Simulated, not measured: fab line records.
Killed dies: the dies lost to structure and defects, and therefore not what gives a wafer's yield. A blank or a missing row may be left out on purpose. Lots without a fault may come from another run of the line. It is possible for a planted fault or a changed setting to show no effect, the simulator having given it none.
8D (eight disciplines) problem report, filled in by code	flow rit-cmos	the parts of the form that need people (team, actions taken, sign-off) are left out

== 1. PROBLEM STATEMENT ==
Mean of killed-at-contacts at RIT_M1_PROBE_99: 20.5 across 6 wafers in 2 lots; on wafers with no fault it is 0.0 (standard deviation 0.18). That is +99 or more standard deviations from the usual mean.
First observed at day 6 07:38: wafer L288.2, on prober-01. The record has a number at this step for 6 wafers belonging to 2 lots. Rule for "out" (also "out of limits"): further than 4 standard deviations from the usual mean. The other wafers with a number count as sound.

== 2. WHAT IT IS AND WHAT IT IS NOT ==
question	is	is not
which readings at this step	killed-at-contacts, killed-dies	killed-at-front-end, killed-open, killed-short
which lots	L288, L290	-
which wafers of those lots	all that have a number	-
read on which tools	prober-01	-
when	from day 6 07:38	up to then (0 sound wafers)

== 3. WHAT RULES OUT EACH SUSPECT ==
Counting: a tool at any process step up to the reading remains a suspect when it ran all the lots that are out and ran no sound lot after the first of those.
- rie-diel-02 at RIT_CONTACT_ETCH_11 (etches SiO2 in CHF3/CF4/Ar, stops on TiSi2, target depth 480 nm, time 320 s): kept. It ran every lot that is out, first L288 (day 6 02:28), and no sound lot after that.
- prober-01 at RIT_M1_PROBE_99: kept. It ran every lot that is out, first L288 (day 6 07:38), and no sound lot after that. On those wafers its own readings are out: killed-at-contacts, killed-dies.
Left after counting: rie-diel-02 at RIT_CONTACT_ETCH_11, prober-01 at RIT_M1_PROBE_99.

== 4. THE CAUSE (what the simulator had put in) ==
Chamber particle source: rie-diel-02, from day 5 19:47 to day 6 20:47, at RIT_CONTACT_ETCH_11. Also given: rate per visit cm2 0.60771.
Counting leaves 2 suspects; this tool is one of them.

== 5. SEQUENCE OF EFFECTS, ordered by route ==
Rows list readings where the struck wafers' mean (over those with a number) sits beyond 3 standard deviations from the usual. Only readings whose record carries a usual standard deviation are examined. hours: median over the lots of the time between each lot's start at the first step of this table that gives one and its start at this step. sigmas: the change, counted in usual standard deviations.
hours	step	reading	usual	on struck wafers	change	sigmas
0	RIT_M1_PROBE_99	killed-at-contacts	0.0	20.5	+20.5	+99 or more
0	RIT_M1_PROBE_99	killed-dies	7	28	+21	+6.9
0	RIT_M1_PROBE_99	killed-on-rim	2	7	+5	+3.7
Its process steps:
- RIT_M1_PROBE_99

== 6. HOW IT WOULD HAVE BEEN CAUGHT EARLIER ==
12 hours passed between the start of the fault at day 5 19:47 and the first reading out of limits in this record, taken at day 6 07:38.
Of the tool readings at RIT_CONTACT_ETCH_11 for which the record gives a usual standard deviation, none was out on any struck wafer, so an alarm limit of 4 standard deviations on them would not have fired.
L290, from the lots that are out (2), started RIT_CONTACT_ETCH_11 on rie-diel-02 later than day 6 07:38. Putting the tool on hold at that point would have spared it.
